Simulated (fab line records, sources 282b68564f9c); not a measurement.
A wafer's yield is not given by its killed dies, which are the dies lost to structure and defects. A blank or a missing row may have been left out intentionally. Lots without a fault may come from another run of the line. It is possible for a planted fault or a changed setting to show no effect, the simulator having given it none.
One fault seen from 2 desks    flow rit_cmos    each desk holds nothing but its own numbers, with what lay behind them at the end

== DESK OF THE TOOL OWNER: litho_track-03 ==
The tool's own readings at RIT_NWELL_SOFTBAKE_02 (time 60 s): means of the sampled wafers that have a number, for each lot that ran on this tool. Any lot whose mean is over 4 standard deviations away from the usual mean is out of limits and marked OUT; that distance is given in the brackets.
Columns: A = heater_power_total_W at RIT_NWELL_SOFTBAKE_02, usual 34.57 W; B = plate_temp_C at RIT_NWELL_SOFTBAKE_02, usual 89.99 C
lot   first seen here  A                        B
L821  day 3 12:09      34.56                    89.83
L823  day 3 23:43      34.57                    90.03
L826  day 4 13:10      28.59 (-99 or more) OUT  78.83 (-86) OUT
L831  day 5 13:52      28.53 (-99 or more) OUT  78.75 (-86) OUT
This desk finds L826, L831 out of limits, L826 being first, at day 4 13:10 (heater_power_total_W at RIT_NWELL_SOFTBAKE_02). L821, L823: within limits.

== FROM THE METROLOGY DESK ==
Means of the sampled wafers that have a number, per lot and without regard to the tool the lot ran on: this is what the gauges read. Any lot whose mean is over 4 standard deviations away from the usual mean is out of limits and marked OUT; that distance is given in the brackets.
Columns: A = REOX_OXIDE_THK at RIT_REOX_THK_MEAS_04, usual 25.2 nm; B = PLDD_TW at RIT_PLDD_TW_MEAS_10, usual 2331; C = PSD_RS at RIT_SDANNEAL_RS_MEAS_04, usual 115.42 ohm/sq
lot   first seen here  A     B     C
L814  day 2 23:56      25.9  2323  115.42
L815  day 3 07:51      25.6  2342  115.29
L817  day 3 21:47      26.0  2320  115.44
L818  day 3 23:22      24.5  2328  115.44
L819  day 4 00:56      25.0  2315  115.46
L821  day 4 08:53      23.6  2317  115.24
L822  day 4 15:07      25.9  2317  115.49
L823  day 4 22:29      25.4  2325  115.30
L826  day 5 09:17      24.2  2333  115.32
L829  day 6 01:24      25.2  2351  115.68
L831  day 6 11:04      25.0  2352  115.33
L832  day 6 15:53      25.3  2316  115.53
L833  day 6 21:22      25.7  2343  114.99
L835  day 7 07:51      26.6  2346  115.42
Result from this desk: across the 14 lots, nothing is out of limits.

== BROUGHT TOGETHER ==
The tool owner's desk could have raised an alarm at day 4 13:10, on L826, L831.
The metrology desk saw nothing out of limits.
The metrology desk holds a record of L826, L831, inside its limits.
Of the lots named, all ran RIT_NWELL_SOFTBAKE_02 on litho_track-03.

== WHAT WAS PUT IN BY THE SIMULATOR ==
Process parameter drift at RIT_NWELL_SOFTBAKE_02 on litho_track-03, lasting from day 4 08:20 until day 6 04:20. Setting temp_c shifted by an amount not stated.
Lots struck among those shown: L826, L831.
Time in hours from fault onset to the first out-of-limits reading at each desk: the tool owner's desk, 5.
